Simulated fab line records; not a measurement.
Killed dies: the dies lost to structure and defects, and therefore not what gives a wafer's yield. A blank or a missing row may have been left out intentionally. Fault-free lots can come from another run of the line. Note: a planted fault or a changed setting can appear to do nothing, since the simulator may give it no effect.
fab line records + flow rit_cmos
[record]
- lots = 6
- wafers = 18
- last_day = 7
route steps=202 shown SDANNEAL@153 PSD@157 NSD@158 PLDD@159 NLDD@160 SILICIDE@161 M1@202
lots that met no fault: taken from a fault-free run of the same line
start_h: hours from the record's first day to the start of the lot's first wafer shown + wait_h: time in hours since the lot's previous step + " as in the row above + L1.1+2: several wafers, shown together as one row + - no value present, or no start provided + * or withheld: withheld + < > ~ a bound
route shown NAME@n: a module of which the file shows steps, and the number in the route of the first + usual: mean/standard deviation taken from wafers without a fault + same: alike in all rows + chamber/n: place in a boat + sites: readings site by site + _std_site: the values' standard deviation + _edge_site: mean of outer sites minus mean of inner sites + radius_mm: how far each site lies from the wafer's centre + mask NAME#n: copy n + behind: tool/chamber where the wafer was last shaped + hold: the reason the lot was held/the length of the hold in hours/how it ended + device: which transistor (n, p or np) failed to switch + end of line: tests run on the same wafers once the route is complete + a step with no rows: only its recipe + killed: the dies lost at the first sort to structure and to defects; this is not the yield of the wafer + map: a wafer's dies, marking killed ones x, the rest . and places with no die _
set.NAME: setting as actually run; set.NAME@STEP: the setting as run at that earlier step + model.NAME: the simulator's own value behind a step, which no gauge read
lots seen at some steps along the route; tables by step, rows by wafer
services: when a tool's chamber went out of use (start_h, in hours from the record's first day, below 0 if earlier), for how many hours, and the reason
[[steps]]
[step RIT_SDANNEAL_CLEAN_00]
[recipe]
- chemistry = SC1
- mix = 3:3:50
- time_s = 600
- temp_c = 75
[step RIT_SDANNEAL_CLEAN_01]
[recipe]
- chemistry = dHF
- dilution = 50:1
- time_s = 30
[step RIT_SDANNEAL_CLEAN_02]
[recipe]
- chemistry = SC2
- mix = 3:3:50
- time_s = 600
- temp_c = 75
- dry = n2_spin
[step RIT_SDANNEAL_RTA_03]
[recipe]
- temp_c = 1050
- time_s = 5
- idle_temp_c = 600
- ramp_up_c_per_s = 342
- ramp_down_c_per_s = 171
- cool_to_c = 600
- ambient = N2
[usual]
- ramp_down_c_per_s = 171.00/0.032
- wafer_temp_C_max = 1053.6/1.3
| lot.wafer | tool          | chamber | start_h | wait_h | ramp_down_c_per_s | wafer_temp_C_max |
|-----------|---------------|---------|---------|--------|-------------------|------------------|
| L482.3    | rtp_anneal-01 | 0       | 61.46   | 0.0    | 170.95            | 1054.2           |
| L482.4    | "             | 0       | "       | "      | 171.04            | 1053.8           |
| L482.5    | "             | 0       | "       | "      | 170.97            | 1052.4           |
| L488.4    | rtp_anneal-01 | 0       | 95.92   | 0.0    | 170.98            | 1055.5           |
| L488.5    | "             | 0       | "       | "      | 170.97            | 1054.1           |
| L488.6    | "             | 0       | "       | "      | 171.00            | 1054.4           |
| L491.1    | rtp_anneal-02 | 0       | 105.88  | 0.0    | 171.00            | 1052.3           |
| L491.3    | "             | 0       | "       | "      | 170.96            | 1054.6           |
| L491.6    | "             | 0       | "       | "      | 170.98            | 1055.4           |
| L494.1    | rtp_anneal-01 | 0       | 119.69  | 0.0    | 171.04            | 1053.4           |
| L494.3    | "             | 0       | "       | "      | 170.97            | 1054.4           |
| L494.4    | "             | 0       | "       | "      | 170.99            | 1053.1           |
| L498.1    | rtp_anneal-01 | 0       | 139.38  | 0.0    | 171.03            | 1056.2           |
| L498.2    | "             | 0       | "       | "      | 170.99            | 1054.3           |
| L498.3    | "             | 0       | "       | "      | 170.93            | 1053.0           |
| L500.3    | rtp_anneal-01 | 0       | 150.21  | 0.0    | 170.93            | 1052.1           |
| L500.5    | "             | 0       | "       | "      | 171.06            | 1057.0           |
| L500.6    | "             | 0       | "       | "      | 170.96            | 1053.1           |
[step RIT_SDANNEAL_RS_MEAS_04]
[recipe]
- thk_meas_gauge = four-point-probe
[usual]
- PSD_RS = 115.93/0.3
| lot.wafer | tool          | chamber | start_h | wait_h | PSD_RS[ohm/sq] |
|-----------|---------------|---------|---------|--------|----------------|
| L482.3    | film_metro-02 | -       | 61.54   | 0.1    | 115.41         |
| L482.4    | "             | -       | "       | "      | 115.75         |
| L482.5    | "             | -       | "       | "      | 116.19         |
| L488.4    | film_metro-01 | -       | 96.01   | 0.1    | 116.19         |
| L488.5    | "             | -       | "       | "      | 116.30         |
| L488.6    | "             | -       | "       | "      | 116.35         |
| L491.1    | film_metro-01 | -       | 105.94  | 0.0    | 115.91         |
| L491.3    | "             | -       | "       | "      | 115.86         |
| L491.6    | "             | -       | "       | "      | 116.01         |
| L494.1    | film_metro-01 | -       | 119.75  | 0.0    | 115.98         |
| L494.3    | "             | -       | "       | "      | 116.08         |
| L494.4    | "             | -       | "       | "      | 115.70         |
| L498.1    | film_metro-02 | -       | 139.44  | 0.0    | 115.76         |
| L498.2    | "             | -       | "       | "      | 115.90         |
| L498.3    | "             | -       | "       | "      | 115.81         |
| L500.3    | film_metro-04 | -       | 150.29  | 0.1    | 115.87         |
| L500.5    | "             | -       | "       | "      | 116.12         |
| L500.6    | "             | -       | "       | "      | 115.85         |
[step RIT_SDANNEAL_RS_MEAS_05]
[recipe]
- thk_meas_gauge = four-point-probe
[usual]
- NSD_RS = 84.6/0.33
| lot.wafer | tool          | chamber | start_h | wait_h | NSD_RS[ohm/sq] |
|-----------|---------------|---------|---------|--------|----------------|
| L482.3    | film_metro-02 | -       | 61.66   | 0.1    | 84.9           |
| L482.4    | "             | -       | "       | "      | 84.6           |
| L482.5    | "             | -       | "       | "      | 84.7           |
| L488.4    | film_metro-01 | -       | 96.13   | 0.1    | 84.4           |
| L488.5    | "             | -       | "       | "      | 84.6           |
| L488.6    | "             | -       | "       | "      | 84.2           |
| L491.1    | film_metro-01 | -       | 106.06  | 0.1    | 84.7           |
| L491.3    | "             | -       | "       | "      | 84.5           |
| L491.6    | "             | -       | "       | "      | 84.6           |
| L494.1    | film_metro-01 | -       | 119.87  | 0.1    | 84.6           |
| L494.3    | "             | -       | "       | "      | 85.0           |
| L494.4    | "             | -       | "       | "      | 84.7           |
| L498.1    | film_metro-02 | -       | 139.56  | 0.1    | 84.2           |
| L498.2    | "             | -       | "       | "      | 84.0           |
| L498.3    | "             | -       | "       | "      | 84.1           |
| L500.3    | film_metro-04 | -       | 150.41  | 0.1    | 84.3           |
| L500.5    | "             | -       | "       | "      | 84.3           |
| L500.6    | "             | -       | "       | "      | 84.7           |
[step RIT_SDANNEAL_RS_MEAS_06]
[recipe]
- thk_meas_gauge = four-point-probe
[usual]
- PLDD_RS = 178.6/0.53
| lot.wafer | tool          | chamber | start_h | wait_h | PLDD_RS[ohm/sq] |
|-----------|---------------|---------|---------|--------|-----------------|
| L482.3    | film_metro-02 | -       | 61.78   | 0.1    | 178.7           |
| L482.4    | "             | -       | "       | "      | 178.4           |
| L482.5    | "             | -       | "       | "      | 178.5           |
| L488.4    | film_metro-01 | -       | 96.25   | 0.1    | 178.9           |
| L488.5    | "             | -       | "       | "      | 179.3           |
| L488.6    | "             | -       | "       | "      | 178.8           |
| L491.1    | film_metro-01 | -       | 106.18  | 0.1    | 179.0           |
| L491.3    | "             | -       | "       | "      | 178.7           |
| L491.6    | "             | -       | "       | "      | 178.3           |
| L494.1    | film_metro-01 | -       | 119.99  | 0.1    | 177.8           |
| L494.3    | "             | -       | "       | "      | 177.9           |
| L494.4    | "             | -       | "       | "      | 177.9           |
| L498.1    | film_metro-02 | -       | 139.68  | 0.1    | 177.9           |
| L498.2    | "             | -       | "       | "      | 178.1           |
| L498.3    | "             | -       | "       | "      | 177.9           |
| L500.3    | film_metro-04 | -       | 150.53  | 0.1    | 178.6           |
| L500.5    | "             | -       | "       | "      | 178.5           |
| L500.6    | "             | -       | "       | "      | 178.2           |
[step RIT_SDANNEAL_RS_MEAS_07]
[recipe]
- thk_meas_gauge = four-point-probe
[usual]
- NLDD_RS = 151.6/0.54
| lot.wafer | tool          | chamber | start_h | wait_h | NLDD_RS[ohm/sq] |
|-----------|---------------|---------|---------|--------|-----------------|
| L482.3    | film_metro-02 | -       | 61.90   | 0.1    | 151.7           |
| L482.4    | "             | -       | "       | "      | 151.1           |
| L482.5    | "             | -       | "       | "      | 151.6           |
| L488.4    | film_metro-01 | -       | 96.37   | 0.1    | 152.0           |
| L488.5    | "             | -       | "       | "      | 151.4           |
| L488.6    | "             | -       | "       | "      | 151.9           |
| L491.1    | film_metro-01 | -       | 106.30  | 0.1    | 151.5           |
| L491.3    | "             | -       | "       | "      | 151.5           |
| L491.6    | "             | -       | "       | "      | 151.5           |
| L494.1    | film_metro-01 | -       | 120.11  | 0.1    | 151.9           |
| L494.3    | "             | -       | "       | "      | 151.6           |
| L494.4    | "             | -       | "       | "      | 151.9           |
| L498.1    | film_metro-02 | -       | 139.80  | 0.1    | 150.9           |
| L498.2    | "             | -       | "       | "      | 151.1           |
| L498.3    | "             | -       | "       | "      | 150.7           |
| L500.3    | film_metro-04 | -       | 150.65  | 0.1    | 152.6           |
| L500.5    | "             | -       | "       | "      | 152.5           |
| L500.6    | "             | -       | "       | "      | 152.6           |
[step RIT_SILICIDE_WET_ETCH_00]
[recipe]
- chemistry = BOE
- target = SiO2
- target_depth_nm = 14
- time_s = 15
- dry = n2_spin
- dilution = 10:1
- temp_c = 21.5
[step RIT_SILICIDE_SPUTTER_01]
[recipe]
- material = Ti
- target_thk_nm = 30
- power_w = 350
- chamber_pressure_pa = 0.667
- gas = Ar
- time_s = 240
- substrate_temp_c = 25
[usual]
- throttle_valve_pct = 30.2/1.1
| lot.wafer | tool           | chamber | start_h | wait_h | throttle_valve_pct |
|-----------|----------------|---------|---------|--------|--------------------|
| L482.3    | pvd_sputter-03 | -       | 61.99   | 0.0    | 31.0               |
| L482.4    | "              | -       | "       | "      | 32.1               |
| L482.5    | "              | -       | "       | "      | 29.5               |
| L488.4    | pvd_sputter-03 | -       | 96.52   | 0.1    | 29.7               |
| L488.5    | "              | -       | "       | "      | 28.4               |
| L488.6    | "              | -       | "       | "      | 31.1               |
| L491.1    | pvd_sputter-04 | -       | 106.43  | 0.0    | 29.1               |
| L491.3    | "              | -       | "       | "      | 31.2               |
| L491.6    | "              | -       | "       | "      | 31.4               |
| L494.1    | pvd_sputter-03 | -       | 120.24  | 0.0    | 28.7               |
| L494.3    | "              | -       | "       | "      | 30.9               |
| L494.4    | "              | -       | "       | "      | 32.1               |
| L498.1    | pvd_sputter-04 | -       | 139.93  | 0.0    | 30.7               |
| L498.2    | "              | -       | "       | "      | 28.8               |
| L498.3    | "              | -       | "       | "      | 30.1               |
| L500.3    | pvd_sputter-02 | -       | 150.74  | 0.0    | 29.3               |
| L500.5    | "              | -       | "       | "      | 29.0               |
| L500.6    | "              | -       | "       | "      | 30.5               |
[step RIT_SILICIDE_RS_MEAS_02]
[recipe]
- thk_meas_gauge = four-point-probe
- reads = Ti_of_SILICIDE_SPUTTER_01
[usual]
- SILICIDE_TI_RS = 47.7/0.72
| lot.wafer | tool          | chamber | start_h | wait_h | SILICIDE_TI_RS[ohm/sq] |
|-----------|---------------|---------|---------|--------|------------------------|
| L482.3    | film_metro-02 | -       | 62.18   | 0.1    | 48.1                   |
| L482.4    | "             | -       | "       | "      | 49.9                   |
| L482.5    | "             | -       | "       | "      | 48.6                   |
| L488.4    | film_metro-02 | -       | 96.65   | 0.1    | 48.1                   |
| L488.5    | "             | -       | "       | "      | 47.1                   |
| L488.6    | "             | -       | "       | "      | 46.9                   |
| L491.1    | film_metro-02 | -       | 106.58  | 0.1    | 47.3                   |
| L491.3    | "             | -       | "       | "      | 48.0                   |
| L491.6    | "             | -       | "       | "      | 47.8                   |
| L494.1    | film_metro-02 | -       | 120.39  | 0.1    | 47.5                   |
| L494.3    | "             | -       | "       | "      | 47.6                   |
| L494.4    | "             | -       | "       | "      | 49.0                   |
| L498.1    | film_metro-03 | -       | 140.08  | 0.1    | 47.2                   |
| L498.2    | "             | -       | "       | "      | 47.4                   |
| L498.3    | "             | -       | "       | "      | 47.1                   |
| L500.3    | film_metro-03 | -       | 150.93  | 0.1    | 47.6                   |
| L500.5    | "             | -       | "       | "      | 47.8                   |
| L500.6    | "             | -       | "       | "      | 47.7                   |
[step RIT_SILICIDE_THK_MEAS_03]
[recipe]
- thk_meas_gauge = xrf
- reads = Ti_of_SILICIDE_SPUTTER_01
[usual]
- SILICIDE_TI_THK = 29.6/0.39
| lot.wafer | tool          | chamber | start_h | wait_h | SILICIDE_TI_THK[nm] |
|-----------|---------------|---------|---------|--------|---------------------|
| L482.3    | film_metro-02 | -       | 62.28   | 0.1    | 29.3                |
| L482.4    | "             | -       | "       | "      | 28.5                |
| L482.5    | "             | -       | "       | "      | 29.0                |
| L488.4    | film_metro-02 | -       | 96.74   | 0.1    | 29.4                |
| L488.5    | "             | -       | "       | "      | 29.8                |
| L488.6    | "             | -       | "       | "      | 30.1                |
| L491.1    | film_metro-02 | -       | 106.70  | 0.1    | 29.6                |
| L491.3    | "             | -       | "       | "      | 29.2                |
| L491.6    | "             | -       | "       | "      | 29.4                |
| L494.1    | film_metro-02 | -       | 120.51  | 0.1    | 29.6                |
| L494.3    | "             | -       | "       | "      | 29.5                |
| L494.4    | "             | -       | "       | "      | 28.8                |
| L498.1    | film_metro-03 | -       | 140.20  | 0.1    | 29.8                |
| L498.2    | "             | -       | "       | "      | 29.8                |
| L498.3    | "             | -       | "       | "      | 30.0                |
| L500.3    | film_metro-03 | -       | 151.03  | 0.1    | 29.5                |
| L500.5    | "             | -       | "       | "      | 29.3                |
| L500.6    | "             | -       | "       | "      | 29.4                |
[step RIT_SILICIDE_RTA_04]
[recipe]
- temp_c = 650
- time_s = 10
- idle_temp_c = 25
- ramp_up_s = 5
- ramp_down_s = 5
- cool_to_c = 25
- ambient = N2
[usual]
- wafer_temp_C_max = 652.2/0.52
| lot.wafer | tool          | chamber | start_h | wait_h | wafer_temp_C_max |
|-----------|---------------|---------|---------|--------|------------------|
| L482.3    | rtp_anneal-02 | 0       | 62.34   | 0.1    | 652.8            |
| L482.4    | "             | 0       | "       | "      | 651.3            |
| L482.5    | "             | 0       | "       | "      | 652.1            |
| L488.4    | rtp_anneal-02 | 0       | 96.81   | 0.1    | 652.4            |
| L488.5    | "             | 0       | "       | "      | 651.8            |
| L488.6    | "             | 0       | "       | "      | 652.3            |
| L491.1    | rtp_anneal-01 | 0       | 106.76  | 0.1    | 651.7            |
| L491.3    | "             | 0       | "       | "      | 651.8            |
| L491.6    | "             | 0       | "       | "      | 651.9            |
| L494.1    | rtp_anneal-02 | 0       | 120.57  | 0.1    | 651.9            |
| L494.3    | "             | 0       | "       | "      | 651.8            |
| L494.4    | "             | 0       | "       | "      | 651.8            |
| L498.1    | rtp_anneal-02 | 0       | 140.26  | 0.1    | 721.8            |
| L498.2    | "             | 0       | "       | "      | 722.1            |
| L498.3    | "             | 0       | "       | "      | 722.5            |
| L500.3    | rtp_anneal-02 | 0       | 151.10  | 0.1    | 722.4            |
| L500.5    | "             | 0       | "       | "      | 723.0            |
| L500.6    | "             | 0       | "       | "      | 722.2            |
[step RIT_SILICIDE_WET_ETCH_05]
[recipe]
- chemistry = SPM
- target = Ti
- temp_c = 90
- time_s = 120
- dry = n2_spin
[step RIT_M1_PROBE_99]
[usual]
- killed_at_M0_to_M3 = 0.0/0.12
- killed_at_front_end = 6.8/2.7
- killed_dies = 6.8/2.7
- killed_open = 3.4/1.8
- killed_short = 3.5/1.7
[same]
- gross_dies = 264
- killed_at_M4_up = 0
- killed_at_back_side = 0
- killed_at_contacts = 0
- killed_at_other = 0
| lot.wafer | tool      | chamber | start_h | wait_h | killed_at_M0_to_M3 | killed_at_front_end | killed_dies | killed_open | killed_short |
|-----------|-----------|---------|---------|--------|--------------------|---------------------|-------------|-------------|--------------|
| L482.3    | prober-02 | -       | 69.13   | 0.2    | 0                  | 9                   | 9           | 5           | 4            |
| L482.4    | prober-02 | -       | 69.18   | 0.2    | 0                  | 7                   | 7           | 4           | 3            |
| L482.5    | prober-02 | -       | 69.23   | 0.2    | 0                  | 8                   | 8           | 3           | 5            |
| L488.4    | prober-01 | -       | 127.45  | 0.2    | 0                  | 7                   | 7           | 5           | 2            |
| L488.5    | prober-01 | -       | 127.50  | 0.2    | 0                  | 5                   | 5           | 3           | 2            |
| L488.6    | prober-01 | -       | 127.55  | 0.2    | 0                  | 6                   | 6           | 4           | 2            |
| L491.1    | prober-01 | -       | 128.50  | 1.2    | 0                  | 6                   | 6           | 3           | 3            |
| L491.3    | prober-01 | -       | 128.60  | 1.2    | 0                  | 7                   | 7           | 4           | 3            |
| L491.6    | prober-01 | -       | 128.75  | 1.3    | 0                  | 9                   | 9           | 5           | 4            |
| L494.1    | prober-01 | -       | 128.80  | 1.5    | 0                  | 8                   | 8           | 5           | 3            |
| L494.3    | prober-01 | -       | 128.90  | 1.5    | 0                  | 9                   | 9           | 4           | 5            |
| L494.4    | prober-01 | -       | 128.95  | 1.6    | 0                  | 10                  | 10          | 4           | 6            |
// killed by level:class
L482.3 GATE:geometric_particle:short=2 SPACER:geometric_particle:open=2 SILICIDE:geometric_particle:short=2 FOX2:geometric_particle:open=1 GATE:geometric_particle:open=1 REOX:geometric_particle:open=1
L482.4 SILICIDE:geometric_particle:short=2 FOX1:geometric_particle:short=1 FOX1:geometric_particle:open=1 GATE:geometric_particle:open=1 REOX:geometric_particle:open=1 SPACER:geometric_particle:open=1
L482.5 FOX1:geometric_particle:short=3 GATE:geometric_particle:short=2 FOX1:geometric_particle:open=1 GATE:geometric_particle:open=1 SPACER:geometric_particle:open=1
L488.4 FOX1:geometric_particle:open=2 REOX:geometric_particle:open=2 FOX2:geometric_particle:open=1 FOX2:geometric_particle:short=1 REOX:geometric_particle:short=1
L488.5 REOX:geometric_particle:open=2 FOX1:geometric_particle:short=1 FOX1:geometric_particle:open=1 REOX:geometric_particle:short=1
L488.6 GATE:geometric_particle:open=2 FOX1:geometric_particle:open=1 REOX:geometric_particle:open=1 SPACER:geometric_particle:short=1 SILICIDE:geometric_particle:short=1
L491.1 GATE:geometric_particle:short=3 FOX1:geometric_particle:open=1 FOX2:geometric_particle:open=1 SILICIDE:geometric_particle:open=1
L491.3 GATE:geometric_particle:short=2 GATE:geometric_particle:open=2 FOX1:geometric_particle:open=1 FOX2:geometric_particle:short=1 REOX:geometric_particle:open=1
L491.6 GATE:geometric_particle:open=3 GATE:geometric_particle:short=2 SILICIDE:geometric_particle:short=2 FOX2:geometric_particle:open=1 SPACER:geometric_particle:open=1
L494.1 GATE:geometric_particle:short=3 FOX1:geometric_particle:open=2 SPACER:geometric_particle:open=2 GATE:geometric_particle:open=1
L494.3 GATE:geometric_particle:open=4 REOX:geometric_particle:short=3 FOX2:geometric_particle:short=1 GATE:geometric_particle:short=1
L494.4 GATE:geometric_particle:short=3 GATE:geometric_particle:open=2 FOX2:geometric_particle:short=1 REOX:geometric_particle:open=1 SPACER:geometric_particle:short=1 SPACER:geometric_particle:open=1 SILICIDE:geometric_particle:short=1
[[services]]
| tool           | chamber | start_h | hours | kind   |
|----------------|---------|---------|-------|--------|
| rtp_anneal-01  | -       | 66.52   | 0.7   | pm     |
| pvd_sputter-04 | -       | 87.40   | 3.9   | repair |
| pvd_sputter-04 | -       | 100.84  | 0.8   | repair |
| pvd_sputter-02 | -       | 129.59  | 12.5  | repair |
| pvd_sputter-03 | -       | 139.66  | 2.1   | repair |
| pvd_sputter-02 | -       | 142.72  | 5.9   | repair |
| pvd_sputter-03 | -       | 148.31  | 17.6  | repair |
[[key]]
[first_sign]
- step = RIT_SILICIDE_RTA_04
- reading = wafer_temp_C_max
- direction = up
- sigmas = 99+
- usual = *
- struck = *
effect none on later readings
met_at RIT_SILICIDE_RTA_04
struck_wafers L498.1,L498.2,L498.3,L500.3,L500.5,L500.6
tester_left_out L498,L500
onset_between 120.57 140.26
[fault]
- kind = process_parameter_drift
- tool = rtp_anneal-02
- chamber = -
- onset_h = 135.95
- steps = RIT_SILICIDE_RTA_04
- channel = temp_c
- offset = *
- shape = step
- end_h = 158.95
- acts_in = *
- stated = *
// tester_left_out: of these lots the tester's yield and bins aren't shown, on N5 and GAA mostly nor the transistor test; their killed dies are dies lost to structure and defects alone, not to doping, threshold or leakage, so they don't give the yield
